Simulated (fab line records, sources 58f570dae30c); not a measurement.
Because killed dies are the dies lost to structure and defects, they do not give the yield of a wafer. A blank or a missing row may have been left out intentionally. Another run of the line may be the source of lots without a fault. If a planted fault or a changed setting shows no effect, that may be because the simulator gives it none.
Which tool did it? + flow berkeley_cmos170 + 7 lots, 21 wafers sampled, at 1 step of a route of 331

== WHAT THE GAUGES SHOWED, per wafer ==
UCB170_CONTACT_CD_MEAS_90 targets a cd of 700 nm.
| lot  | measured     | on        | cd_nm (nm)        |
|------|--------------|-----------|-------------------|
| L143 | day 7 12:24  | cd_sem-01 | 698.8 698.6 699.6 |
| L145 | day 8 01:53  | cd_sem-01 | 698.3 698.8 698.8 |
| L150 | day 9 08:23  | cd_sem-02 | 698.1 696.9 697.9 |
| L151 | day 9 18:46  | cd_sem-01 | 699.8 700.9 700.5 |
| L157 | day 10 12:26 | cd_sem-02 | 697.9 699.7 698.3 |
| L158 | day 10 15:28 | cd_sem-01 | 699.3 699.4 698.4 |
| L163 | day 11 21:23 | cd_sem-02 | 699.2 700.8 700.1 |

== WHICH TOOL RAN EACH LOT (tool, then ch and the chambers of the sampled wafers, then the start) ==
The record shows no process step preceding these readings.

== THE ANSWER, worked out from the rows above alone ==
Rule: usual is defined by the lots themselves. Put in order of their means at a reading, lots are off if they are a third of the lots or fewer, leave a main group of 4 or more, and stand apart from it by a gap of 3 or more times the standard deviation of the main group's means; of several such gaps the widest counts. A main group whose means are all the same, to the digits that the tables above print for the reading, isn't used. Also off: a lot with no number at a reading for which 4 or more lots have one. Where the step has rows for the other lots, those lots are counted as sound.
No lot is off at any reading shown: from this, nothing can be told.

== WHAT THE SIMULATOR PUT IN ==
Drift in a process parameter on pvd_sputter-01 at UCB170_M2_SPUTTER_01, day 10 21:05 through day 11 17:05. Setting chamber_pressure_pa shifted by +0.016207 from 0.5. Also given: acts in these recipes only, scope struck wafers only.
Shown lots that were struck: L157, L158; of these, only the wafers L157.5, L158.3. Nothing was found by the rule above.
